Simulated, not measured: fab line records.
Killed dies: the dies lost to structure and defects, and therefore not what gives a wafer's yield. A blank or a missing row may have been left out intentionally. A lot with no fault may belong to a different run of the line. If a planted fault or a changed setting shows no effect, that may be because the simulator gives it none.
The tool behind it: which one? :: flow rit_cmos :: 14 lots, 42 wafers sampled, at 2 steps of a route of 202

## WHAT THE GAUGES SHOWED, per wafer
RIT_GATE_CD_MEAS_16: target cd 150 nm.
lot: L270
measured: day 3 03:41
on: cd_sem-01
cd_nm (nm): 151.5 147.2 147.7

lot: L271
measured: day 3 11:07
on: cd_sem-01
cd_nm (nm): 147.6 146.8 149.3

lot: L273
measured: day 3 20:47
on: cd_sem-01
cd_nm (nm): 145.6 146.6 146.7

lot: L274
measured: day 4 01:35
on: cd_sem-01
cd_nm (nm): 151.5 154.0 153.1

lot: L275
measured: day 4 05:31
on: cd_sem-02
cd_nm (nm): 150.7 146.9 147.9

lot: L278
measured: day 4 21:07
on: cd_sem-01
cd_nm (nm): 149.3 150.6 152.9

lot: L281
measured: day 5 10:12
on: cd_sem-02
cd_nm (nm): 148.8 148.0 147.9

lot: L282
measured: day 5 15:54
on: cd_sem-02
cd_nm (nm): 148.0 149.1 146.2

lot: L283
measured: day 5 20:35
on: cd_sem-02
cd_nm (nm): 161.1 162.3 160.9

lot: L285
measured: day 6 10:08
on: cd_sem-01
cd_nm (nm): 150.0 150.2 150.6

lot: L287
measured: day 6 16:59
on: cd_sem-02
cd_nm (nm): 159.9 163.5 159.6

lot: L288
measured: day 7 03:34
on: cd_sem-01
cd_nm (nm): 148.8 144.5 145.6

lot: L289
measured: day 7 05:20
on: cd_sem-01
cd_nm (nm): 150.1 147.3 149.6

lot: L290
measured: day 7 10:12
on: cd_sem-02
cd_nm (nm): 148.5 150.4 147.3

## WHICH TOOL RAN EACH LOT (tool, then ch and the chambers of the sampled wafers, then the start)
lot: L270
RIT_GATE_COAT_11: litho_track-04 ch 0, day 3 02:49

lot: L271
RIT_GATE_COAT_11: litho_track-04 ch 0, day 3 10:25

lot: L273
RIT_GATE_COAT_11: litho_track-01 ch 0, day 3 20:06

lot: L274
RIT_GATE_COAT_11: litho_track-03 ch 0, day 4 00:53

lot: L275
RIT_GATE_COAT_11: litho_track-01 ch 0, day 4 04:41

lot: L278
RIT_GATE_COAT_11: litho_track-03 ch 0, day 4 20:25

lot: L281
RIT_GATE_COAT_11: litho_track-01 ch 0, day 5 09:23

lot: L282
RIT_GATE_COAT_11: litho_track-03 ch 0, day 5 15:13

lot: L283
RIT_GATE_COAT_11: litho_track-03 ch 0, day 5 19:46

lot: L285
RIT_GATE_COAT_11: litho_track-01 ch 0, day 6 09:26

lot: L287
RIT_GATE_COAT_11: litho_track-03 ch 0, day 6 16:18

lot: L288
RIT_GATE_COAT_11: litho_track-01 ch 0, day 7 02:52

lot: L289
RIT_GATE_COAT_11: litho_track-01 ch 0, day 7 04:31

lot: L290
RIT_GATE_COAT_11: litho_track-04 ch 0, day 7 09:30
- RIT_GATE_COAT_11: resist thk 850 nm.

## AS READ BY THE TOOLS THEMSELVES (means over the sampled wafers that have a number; for cases with no such wafer, the mark the record gives instead)
The record holds no such reading with a usual standard deviation.

## THE ANSWER, worked out from the rows above alone
Rule: the usual values come from the lots themselves. The widest of any qualifying gaps counts: lots, ordered by their means at a reading, are off when they make up no more than a third of the lots, leave a main group of 4 or more, and stand apart from it by 3 or more times the standard deviation of that group's means. Not used: any main group whose means are identical at the precision the tables above print for the reading. Also off: a lot with no number at a reading for which 4 or more lots have one. Where the step has rows for the other lots, those lots are counted as sound. Order of review: gauges by route order, followed by the tools' own readings, for which a lot's mean as printed above is used. The first step at which some lot is off is used, and at that step the reading that is off furthest; a lot without a number counts as furthest.
Off at RIT_GATE_CD_MEAS_16 (cd_nm): L283, L287. Main group: mean 148.8 nm, sd 1.8.
A tool fits if, at a process step before that reading, it ran every lot that is off, and no sound lot after the first of them. Gauges at RIT_GATE_CD_MEAS_16: tried the same way as those tools. One candidate fits, namely litho_track-03 at RIT_GATE_COAT_11. A fault onset in the window from L282 (day 5 15:13, its last sound lot) to L283 (day 5 19:46, its first lot off) fits.

## WHAT THE SIMULATOR PUT IN
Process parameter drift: litho_track-03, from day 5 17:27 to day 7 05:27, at RIT_GATE_COAT_11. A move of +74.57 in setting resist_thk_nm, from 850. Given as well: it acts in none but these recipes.
Shown lots that were struck: L283, L287. Same finding as the rule above.
